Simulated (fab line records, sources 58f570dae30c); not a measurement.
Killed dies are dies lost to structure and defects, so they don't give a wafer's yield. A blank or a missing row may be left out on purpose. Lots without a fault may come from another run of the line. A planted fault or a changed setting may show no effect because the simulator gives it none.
A struck lot beside a sound one | flow berkeley_cmos170 | 14 steps out of a route of 331
Sound: wafers L411.2, L411.3, L411.4. Struck: wafers L419.1, L419.4, L419.6. The cause comes at the end.
At each step with rows: each side's tool, then ch and its chambers, then its first start. Under that, the readings that differ: sound wafers | struck wafers | difference of the means | sigmas: that difference in standard deviations of wafers without a fault.
alike: readings whose means differ by less than 2 such deviations, and words and numbers that are the same on both sides. not compared: withheld readings, readings that some wafer has no value for, bounds like >300 that may hide the same value, and numbers for which the record gives no deviation and whose values overlap.
The two part at a step that has a row with sigmas, a row that says differs or no value, or rows on one side only. Numbers that don't overlap but have no deviation are shown without sigmas and don't part them. A reading that every wafer of one side lacks parts them only if that side has two wafers or more.

UCB170_PVT_TW_MEAS_09:
  sound on film_metro-04, day 7 14:04; struck on film_metro-04, day 8 21:06
  alike: PVT_TW
then, 1 step without rows for these wafers: UCB170_GATE_WET_ETCH_00 (etches SiO2 in dHF, time 200 s).
UCB170_FIELD_THK_MEAS_91:
  sound on film_metro-01, day 7 14:11; struck on film_metro-02, day 8 21:13
  reading                     | sound       | struck      | difference | sigmas
  FIELD_OXIDE_LEFT_2_THK (nm) | 337 341 350 | 369 374 362 | +26        | +2
then, 1 step without rows for these wafers: UCB170_GATE_OXIDATION_01 (target thk 6.6 nm, ox time 1800 s).
UCB170_GATE_THK_MEAS_02:
  sound on film_metro-02, day 7 17:10; struck on film_metro-02, day 9 04:34
  alike: GATE_OXIDE_THK
then, 2 steps without rows for these wafers: UCB170_GATE_ANNEAL_03 (time 1800 s); UCB170_GATE_CVD_04 (deposits poly-Si from SiH4, time 1440 s, target thk 214 nm).
UCB170_GATE_THK_MEAS_05:
  sound on film_metro-03, day 8 01:01; struck on film_metro-02, day 9 16:05
  alike: GATE_POLY_THK
then, 4 steps without rows for these wafers: UCB170_GATE_COAT_06; UCB170_GATE_COAT_07 (resist thk 900 nm); UCB170_GATE_SOFTBAKE_08 (time 60 s); UCB170_GATE_EXPOSE_09 (exposes mask POLY, target cd 350 nm).
UCB170_GATE_PEB_10:
  sound on litho_track-03 ch 0, day 8 02:11; struck on litho_track-01, day 9 17:40
  no value came back on the struck wafers for chill_plate_temp_C (C), exhaust_pa (Pa); on the sound wafers chill_plate_temp_C (C) reads 23.06 23.00 22.99
then, 1 step without rows for these wafers: UCB170_GATE_DEVELOP_11 (develop time 45 s).

WHERE THEY PART
First at UCB170_FIELD_THK_MEAS_91; last, within this record, at UCB170_GATE_PEB_10.

WHY: what the simulator had put in
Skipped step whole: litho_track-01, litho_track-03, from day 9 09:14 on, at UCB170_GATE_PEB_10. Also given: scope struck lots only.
